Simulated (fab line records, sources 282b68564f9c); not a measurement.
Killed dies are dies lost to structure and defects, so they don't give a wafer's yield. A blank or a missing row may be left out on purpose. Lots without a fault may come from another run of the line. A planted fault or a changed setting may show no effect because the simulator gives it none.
A struck lot beside a sound one | flow rit_cmos | 15 steps out of a route of 202
Sound: wafers L625.1, L625.3, L625.5. Struck: wafers L640.1, L640.3, L640.4. The cause comes at the end.
At each step with rows: each side's tool, then ch and its chambers, then its first start. Under that, the readings that differ: sound wafers | struck wafers | difference of the means | sigmas: that difference in standard deviations of wafers without a fault.
alike: readings whose means differ by less than 2 such deviations, and words and numbers that are the same on both sides. not compared: withheld readings, readings that some wafer has no value for, bounds like >300 that may hide the same value, and numbers for which the record gives no deviation and whose values overlap.
The two part at a step that has a row with sigmas, a row that says differs or no value, or rows on one side only. Numbers that don't overlap but have no deviation are shown without sigmas and don't part them. A reading that every wafer of one side lacks parts them only if that side has two wafers or more.

first, 2 steps without rows for these wafers: RIT_PLDD_HARDBAKE_07 (time 60 s); RIT_PLDD_IMPLANT_08.
RIT_PLDD_STRIP_09: strips in O2, time 180 s.
  sound on plasma_asher-02 ch 0,1, day 3 08:50; struck on plasma_asher-01 ch 0,1, day 6 19:27
  alike: drypump_motor_current_A
  not compared: rf_hours_counter_h
RIT_PLDD_TW_MEAS_10:
  sound on film_metro-01, day 3 09:00; struck on film_metro-02, day 6 19:37
  reading | sound          | struck         | difference | sigmas
  PLDD_TW | 2314 2324 2312 | 2371 2356 2368 | +48        | +3
then, 4 steps without rows for these wafers: RIT_SPACER_CLEAN_00 (cleans in SC1, time 600 s); RIT_SPACER_CLEAN_01 (cleans in dHF, time 30 s); RIT_SPACER_CLEAN_02 (cleans in SC2, time 600 s); RIT_SPACER_CVD_03 (deposits Si3N4 from SiH2Cl2/NH3, target thk 250 nm, time 3347 s).
RIT_SPACER_THK_MEAS_04:
  sound on film_metro-02, day 3 11:21; struck on film_metro-02, day 6 23:32
  reading                 | sound             | struck            | difference | sigmas
  SPACER_NITRIDE_THK (nm) | 254.9 255.9 256.2 | 249.5 250.2 248.3 | -6.3       | -3
RIT_SPACER_ETCHBACK_05: etches Si3N4 in SF6/CHF3, stops on SiO2, target depth 250 nm, time 240 s.
  sound on rie_diel-03 ch 1,2, day 3 11:25; struck on rie_diel-01 ch 0,1,3, day 6 23:35
  alike: drypump_motor_current_A, oes_product_au, throttle_valve_pct
  not compared: rf_hours_counter_h
then, 2 steps without rows for these wafers: RIT_NSD_HMDS_00 (prime time 60 s); RIT_NSD_COAT_01 (resist thk 1000 nm).
RIT_NSD_SOFTBAKE_02: time 60 s.
  sound on litho_track-03 ch 0, day 3 11:57; struck on litho_track-04 ch 0, day 7 00:02
  reading          | sound             | struck               | difference | sigmas
  run_length_s (s) | 89.08 89.01 88.94 | 100.66 100.76 100.63 | +11.67     | +61
  alike: chill_plate_temp_C, exhaust_pa
then, 1 step without rows for these wafers: RIT_NSD_EXPOSE_03 (exposes mask M9, target cd 40700 nm).
RIT_M1_PROBE_99:
  sound on prober-01, day 3 22:28; struck on prober-02, day 7 10:53
  alike: killed_at_contacts, killed_at_front_end, killed_dies, killed_open, killed_short

WHERE THEY PART
First at RIT_PLDD_TW_MEAS_10; last, within this record, at RIT_NSD_SOFTBAKE_02. Later steps at which nothing parts them and some readings are alike: RIT_M1_PROBE_99.

WHY: what the simulator had put in
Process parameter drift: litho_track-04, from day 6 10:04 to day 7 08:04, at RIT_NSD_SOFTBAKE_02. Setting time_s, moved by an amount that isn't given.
